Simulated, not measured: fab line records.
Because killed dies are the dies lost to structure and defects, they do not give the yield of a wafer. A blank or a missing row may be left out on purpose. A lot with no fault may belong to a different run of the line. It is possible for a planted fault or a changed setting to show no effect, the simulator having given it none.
2 desks looking at one fault / flow berkeleyCmos170 / every desk sees just its own numbers, and what lay behind them comes last

## TOOL OWNER'S DESK, furnace-02
The tool's own readings at UCB170_PWELL_OXIDATION_02 (target thk 26.4 nm, ox time 1260 s): means of the sampled wafers that have a number, for each lot that ran on this tool. Marked OUT: a lot whose mean sits more than 4 standard deviations from the usual mean, which makes it out of limits; the brackets give that distance.
Columns: A = spikeTcCentreC at UCB170_PWELL_OXIDATION_02, usual 1002.4 C; B = spikeTcLoadC at UCB170_PWELL_OXIDATION_02, usual 1028.8 C; C = spikeTcSourceC at UCB170_PWELL_OXIDATION_02, usual 1024.3 C; D = tubeCenterTempC at UCB170_PWELL_OXIDATION_02, usual 1000 C; E = tube_center_temp_C_max at UCB170_PWELL_OXIDATION_02, usual 1002.6; F = zonePowerSourcePct at UCB170_PWELL_OXIDATION_02, usual 33.2 %
lot=L334; first seen here=day 2 21:54; A=1002.0; B=1029.1; C=1023.7; D=1000; E=1002.6; F=32.7
lot=L336; first seen here=day 3 13:06; A=1003.1; B=1029.4; C=1024.1; D=1000; E=1002.7; F=33.0
lot=L340; first seen here=day 4 19:07; A=979.8 (-19) OUT; B=1005.3 (-8.1) OUT; C=1001.0 (-17) OUT; D=977 (-99 or more) OUT; E=980.0 (-59) OUT; F=30.8
lot=L341; first seen here=day 4 19:07; A=979.5 (-19) OUT; B=1005.9 (-7.9) OUT; C=1000.1 (-17) OUT; D=977 (-99 or more) OUT; E=979.7 (-60) OUT; F=31.3
lot=L354; first seen here=day 7 11:01; A=1002.5; B=1028.8; C=1023.4; D=1000; E=1002.2; F=33.0
lot=L355; first seen here=day 7 11:01; A=1001.8; B=1029.8; C=1023.3; D=1000; E=1002.7; F=32.7
This desk's finding: out of limits on L340, L341; first on L340, day 4 19:07 (spikeTcCentreC at UCB170_PWELL_OXIDATION_02). Within limits: L334, L336, L354, L355.

## METROLOGY DESK
What the gauges read for every lot (on any tool): the sampled wafers with a number, averaged. Marked OUT: a lot whose mean sits more than 4 standard deviations from the usual mean, which makes it out of limits; the brackets give that distance.
Columns: A = PWELL_OXIDE_THK at UCB170_PWELL_THK_MEAS_03, usual 26.6 nm; B = NSD_RS at UCB170_SDANNEAL_RS_MEAS_03, usual 37.24 ohm/sq; C = M3_OVL at UCB170_M3_OVL_MEAS_16, usual 1 nm
lot=L334; first seen here=day 2 23:15; A=26.8; B=37.24; C=-2
lot=L336; first seen here=day 3 14:27; A=27.4; B=37.16; C=2
lot=L338; first seen here=day 4 11:37; A=26.6; B=37.26; C=8
lot=L340; first seen here=day 4 20:28; A=21.4 (-10) OUT; B=37.35; C=-2
lot=L341; first seen here=day 4 20:29; A=20.4 (-12) OUT; B=37.25; C=7
lot=L346; first seen here=day 6 04:34; A=26.3; B=37.17; C=-1
lot=L347; first seen here=day 6 04:35; A=26.3; B=37.28; C=2
lot=L350; first seen here=day 6 23:49; A=27.2; B=37.12; C=0
lot=L351; first seen here=day 6 23:49; A=26.3; B=37.25; C=-3
lot=L352; first seen here=day 7 07:48; A=26.2; B=37.38; C=1
lot=L353; first seen here=day 7 07:48; A=26.9; B=37.28; C=15
lot=L354; first seen here=day 7 12:22; A=27.1; B=37.24; C=-1
lot=L355; first seen here=day 7 12:22; A=26.7; B=37.40; C=4
lot=L356; first seen here=day 7 18:53; A=27.1; B=37.21; C=8
Finding of this desk: L340, L341 out of limits, first seen on L340 at day 4 20:28 (PWELL_OXIDE_THK at UCB170_PWELL_THK_MEAS_03). Within limits: L334, L336, L338, L346, L347, L350, L351, L352, L353, L354, L355, L356.

## BROUGHT TOGETHER
At day 4 19:07, on L340, L341, the tool owner's desk was in a position to raise an alarm.
An alarm was possible from the metrology desk at day 4 20:28, on L340, L341.
UCB170_PWELL_OXIDATION_02 was run on furnace-02 by each of the lots named.

## WHAT THE SIMULATOR HAD INSERTED
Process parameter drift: furnace-02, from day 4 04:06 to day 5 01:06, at UCB170_PWELL_OXIDATION_02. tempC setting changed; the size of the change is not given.
Lots struck among those shown: L340, L341.
Fault start to first reading out of limits, in hours, per desk: tool owner, 15; metrology, 16.
